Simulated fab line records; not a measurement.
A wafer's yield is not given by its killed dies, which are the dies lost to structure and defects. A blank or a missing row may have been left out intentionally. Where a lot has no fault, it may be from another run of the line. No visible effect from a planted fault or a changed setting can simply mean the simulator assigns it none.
Which tool did it? :: flow berkeley-cmos170 :: 14 lots, 42 wafers sampled, at 1 step of a route of 331

== WHAT THE GAUGES READ, wafer by wafer ==
The record holds no reading of a measuring or inspecting step that can be judged against a usual standard deviation.

== WHICH TOOL RAN EACH LOT (tool, then ch and the chambers of the sampled wafers, then the start) ==
lot: L671
UCB170_M3_STRIP_08: wet-bench-01 ch 3, day 7 22:57

lot: L668
UCB170_M3_STRIP_08: wet-bench-02 ch 3, day 7 23:16

lot: L674
UCB170_M3_STRIP_08: wet-bench-01 ch 2, day 9 09:39

lot: L673
UCB170_M3_STRIP_08: wet-bench-02 ch 2, day 9 10:01

lot: L675
UCB170_M3_STRIP_08: wet-bench-02 ch 3, day 9 14:16

lot: L677
UCB170_M3_STRIP_08: wet-bench-02 ch 1, day 9 14:31

lot: L676
UCB170_M3_STRIP_08: wet-bench-02 ch 1, day 9 18:56

lot: L681
UCB170_M3_STRIP_08: wet-bench-04 ch 3, day 10 18:25

lot: L682
UCB170_M3_STRIP_08: wet-bench-01 ch 1, day 10 20:02

lot: L686
UCB170_M3_STRIP_08: wet-bench-04 ch 0, day 11 08:06

lot: L687
UCB170_M3_STRIP_08: wet-bench-04 ch 0, day 11 08:06

lot: L688
UCB170_M3_STRIP_08: wet-bench-04 ch 2, day 12 01:22

lot: L689
UCB170_M3_STRIP_08: wet-bench-02 ch 2, day 12 10:32

lot: L691
UCB170_M3_STRIP_08: wet-bench-02 ch 3, day 13 01:09
- UCB170_M3_STRIP_08: strips KrF in DMSO, time 600 s.

== AS READ BY THE TOOLS THEMSELVES (means over the sampled wafers that have a number; for cases with no such wafer, the mark the record gives instead) ==
UCB170_M3_STRIP_08.
lot: L671
tool: wet-bench-01
bath-guard-temp-C (C): 79.2
bath-heat-duty-pct (%): 14.5

lot: L668
tool: wet-bench-02
bath-guard-temp-C (C): 80.5
bath-heat-duty-pct (%): 16.0

lot: L674
tool: wet-bench-01
bath-guard-temp-C (C): 79.2
bath-heat-duty-pct (%): 16.8

lot: L673
tool: wet-bench-02
bath-guard-temp-C (C): 80.9
bath-heat-duty-pct (%): 16.7

lot: L675
tool: wet-bench-02
bath-guard-temp-C (C): 80.3
bath-heat-duty-pct (%): 16.7

lot: L677
tool: wet-bench-02
bath-guard-temp-C (C): 80.2
bath-heat-duty-pct (%): 17.5

lot: L676
tool: wet-bench-02
bath-guard-temp-C (C): -
bath-heat-duty-pct (%): -

lot: L681
tool: wet-bench-04
bath-guard-temp-C (C): -
bath-heat-duty-pct (%): -

lot: L682
tool: wet-bench-01
bath-guard-temp-C (C): 79.9
bath-heat-duty-pct (%): 18.1

lot: L686
tool: wet-bench-04
bath-guard-temp-C (C): 79.9
bath-heat-duty-pct (%): 18.8

lot: L687
tool: wet-bench-04
bath-guard-temp-C (C): 79.9
bath-heat-duty-pct (%): 20.4

lot: L688
tool: wet-bench-04
bath-guard-temp-C (C): 79.4
bath-heat-duty-pct (%): 21.7

lot: L689
tool: wet-bench-02
bath-guard-temp-C (C): 80.9
bath-heat-duty-pct (%): 17.3

lot: L691
tool: wet-bench-02
bath-guard-temp-C (C): 80.2
bath-heat-duty-pct (%): 16.8

== THE ANSWER, worked out from the rows above alone ==
Rule: the lots themselves supply what counts as usual. Put in order of their means at a reading, lots are off if they are a third of the lots or fewer, leave a main group of 4 or more, and stand apart from it by a gap of 3 or more times the standard deviation of the main group's means; of several such gaps the widest counts. The tables above print the reading to a certain number of digits; a main group whose means all agree to those digits is not used. Also off: a lot with no number at a reading for which 4 or more lots have one. All remaining lots with rows at the step are treated as sound. First the gauges in route order, then the tools' own readings, where a lot's mean is used as printed above. The first step at which some lot is off is used, and at that step the reading that is off furthest; a lot without a number counts as furthest.
Off, at UCB170_M3_STRIP_08 on bath-guard-temp-C: L676, L681. Without a number there: L676, L681. For the main group the mean is 80.0 C and the standard deviation 0.55.
A tool fits if, at that step or a process step before it, it ran every lot that is off, and no sound lot after the first of them. No candidate that was tried fits.

== WHAT WAS PUT IN BY THE SIMULATOR ==
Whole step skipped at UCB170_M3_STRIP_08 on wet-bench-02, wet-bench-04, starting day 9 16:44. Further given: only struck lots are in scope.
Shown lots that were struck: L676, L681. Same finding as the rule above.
